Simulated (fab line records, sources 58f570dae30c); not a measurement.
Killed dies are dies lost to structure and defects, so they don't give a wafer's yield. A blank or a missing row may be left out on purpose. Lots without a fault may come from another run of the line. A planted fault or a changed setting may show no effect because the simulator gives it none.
Problem report in the 8D (eight disciplines) form, filled by code | flow berkeley_cmos170 | the parts of the form that need people (team, actions taken, sign-off) are left out

1. THE PROBLEM
developer_temp_C at UCB170_PSD_DEVELOP_05 reads a mean of 18.90 C on 6 wafers of 2 lots; wafers without a fault read 20.98 C with a standard deviation of 0.11. That is -19 standard deviations from the usual mean.
The step: develop time 45 s.
First seen on wafer L566.1, day 8 07:00, on litho_track-03. The record holds 42 wafers of 14 lots with a number at this step. Rule for "out", or "out of limits": more than 4 standard deviations from the usual mean. The other wafers with a number count as sound.

2. WHAT IT IS AND WHAT IT IS NOT
question                    | is                     | is not
which readings at this step | developer_temp_C       | exhaust_pa, resist_line_temp_C
which lots                  | L566, L570             | L559, L561, L562, L571, L573, L574, L575, L578, L579, L580, L581, L582
which wafers of those lots  | all that have a number | -
read on which tools         | litho_track-03         | litho_track-01, litho_track-02
when                        | from day 8 07:00       | up to then (9 sound wafers); but 27 sound wafers of L571, L573, L574, L575, L578, L579, L580, L581, L582 came after

3. SUSPECTS, AND WHAT RULES EACH OUT
Counting: a tool at a process step up to the reading stays a suspect if it ran every lot that is out and no sound lot after the first of them.
- litho_track-03 at UCB170_PSD_DEVELOP_05 (develop time 45 s): kept. It ran every lot that is out, first L566 (day 8 07:00), and no sound lot after that; its last sound lot up to then is L562 (day 7 04:00). Its own readings are out on those wafers: developer_temp_C.
Left after counting: litho_track-03 at UCB170_PSD_DEVELOP_05.

4. THE CAUSE (what the simulator had put in)
Process parameter drift: litho_track-03, from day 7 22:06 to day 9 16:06, at UCB170_PSD_DEVELOP_05. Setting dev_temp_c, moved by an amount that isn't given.
Counting left only this tool.

5. THE CHAIN OF EFFECTS, in route order
Each row: a reading whose mean over the struck wafers that have a number lies more than 3 standard deviations from the usual. Only readings for which the record gives a usual standard deviation are gone through. hours: the time from each lot's start at the first step in this table that gives one to its start at this step, as a median over the lots. sigmas: the change in usual standard deviations.
hours | step                  | reading          | usual   | on struck wafers | change | sigmas
0     | UCB170_PSD_DEVELOP_05 | developer_temp_C | 20.98 C | 18.90            | -2.08  | -19
The process steps in it:
- UCB170_PSD_DEVELOP_05: develop time 45 s.
Later measuring or inspecting steps at which every struck wafer that the step has a row for has a number for every such reading, and none has moved that far: UCB170_NSD_OVL_MEAS_07, UCB170_SDANNEAL_RS_MEAS_03.

6. WHAT WOULD HAVE CAUGHT IT SOONER
In this record the first reading out of limits was taken at day 8 07:00, 9 hours after the fault began at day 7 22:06.
